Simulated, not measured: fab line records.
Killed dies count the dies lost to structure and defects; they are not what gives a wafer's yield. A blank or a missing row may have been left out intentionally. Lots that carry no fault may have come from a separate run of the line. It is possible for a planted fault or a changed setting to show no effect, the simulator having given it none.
Which of the tools did it? | flow berkeleyCmos170 | 6 lots, 18 wafers sampled, at 4 steps of a route of 331

## WHAT THE GAUGES SHOWED, per wafer
UCB170_FIELD_THK_MEAS_02.
lot  | measured    | on           | FIELD_OXIDE_THK (nm)
L964 | day 5 11:11 | filmMetro-01 | 565 556 561
L966 | day 5 23:50 | filmMetro-03 | 564 575 562
L968 | day 5 23:49 | filmMetro-01 | 571 564 562
L970 | day 6 10:11 | filmMetro-03 | 537 538 531
L973 | day 7 13:52 | filmMetro-01 | 1054 1046 1057
L974 | day 7 13:52 | filmMetro-03 | 1022 1023 1029

## WHAT TOOL EACH LOT RAN ON (gives the tool, then ch and the chambers of the sampled wafers, and finally the start)
lot  | UCB170_NWELL_STRIP_15              | UCB170_PFIELD_STRIP_08             | UCB170_FIELD_OXIDATION_01
L964 | plasmaAsher-04 ch 0,1, day 2 15:54 | plasmaAsher-02 ch 0,1, day 5 03:09 | furnace-01 ch 0, day 5 08:10
L966 | plasmaAsher-01 ch 0,1, day 3 02:31 | plasmaAsher-02 ch 0,1, day 5 17:34 | furnace-04 ch 0, day 5 20:49
L968 | plasmaAsher-01 ch 0,1, day 3 12:23 | plasmaAsher-02 ch 0,1, day 5 18:01 | furnace-04 ch 0, day 5 20:49
L970 | plasmaAsher-02 ch 0,1, day 3 19:19 | plasmaAsher-02 ch 0,1, day 6 01:52 | furnace-01 ch 0, day 6 07:11
L973 | plasmaAsher-04 ch 1, day 4 14:29   | plasmaAsher-02 ch 0,1, day 7 05:56 | furnace-01 ch 0, day 7 10:52
L974 | plasmaAsher-04 ch 0,1, day 5 01:14 | plasmaAsher-01 ch 0,1, day 7 05:31 | furnace-01 ch 0, day 7 10:52
- UCB170_NWELL_STRIP_15: strips in O2.
- UCB170_PFIELD_STRIP_08: strips in O2.
- UCB170_FIELD_OXIDATION_01: target thk 558.3 nm, ox time 7200 s.

## THE ANSWER, worked out from the rows above alone
Rule: what is usual is taken from the lots themselves. Put in order of their means at a reading, lots are off if they are a third of the lots or fewer, leave a main group of 4 or more, and stand apart from it by a gap of 3 or more times the standard deviation of the main group's means; of several such gaps the widest counts. The tables above print the reading to a certain number of digits; a main group whose means all agree to those digits is not used. Also off: a lot with no number at a reading for which 4 or more lots have one. All remaining lots with rows at the step are treated as sound.
Off: at UCB170_FIELD_THK_MEAS_02 (FIELD_OXIDE_THK), L973, L974. Mean 557 nm and standard deviation 13 in the main group.
If a tool, at a process step before that reading, ran all the lots that are off and no sound lot after the first of them, it fits. Gauges at UCB170_FIELD_THK_MEAS_02: tried the same way as those tools. Undecided on this evidence; 2 tools fit (plasmaAsher-04 at UCB170_NWELL_STRIP_15, furnace-01 at UCB170_FIELD_OXIDATION_01).

## WHAT WAS PUT IN BY THE SIMULATOR
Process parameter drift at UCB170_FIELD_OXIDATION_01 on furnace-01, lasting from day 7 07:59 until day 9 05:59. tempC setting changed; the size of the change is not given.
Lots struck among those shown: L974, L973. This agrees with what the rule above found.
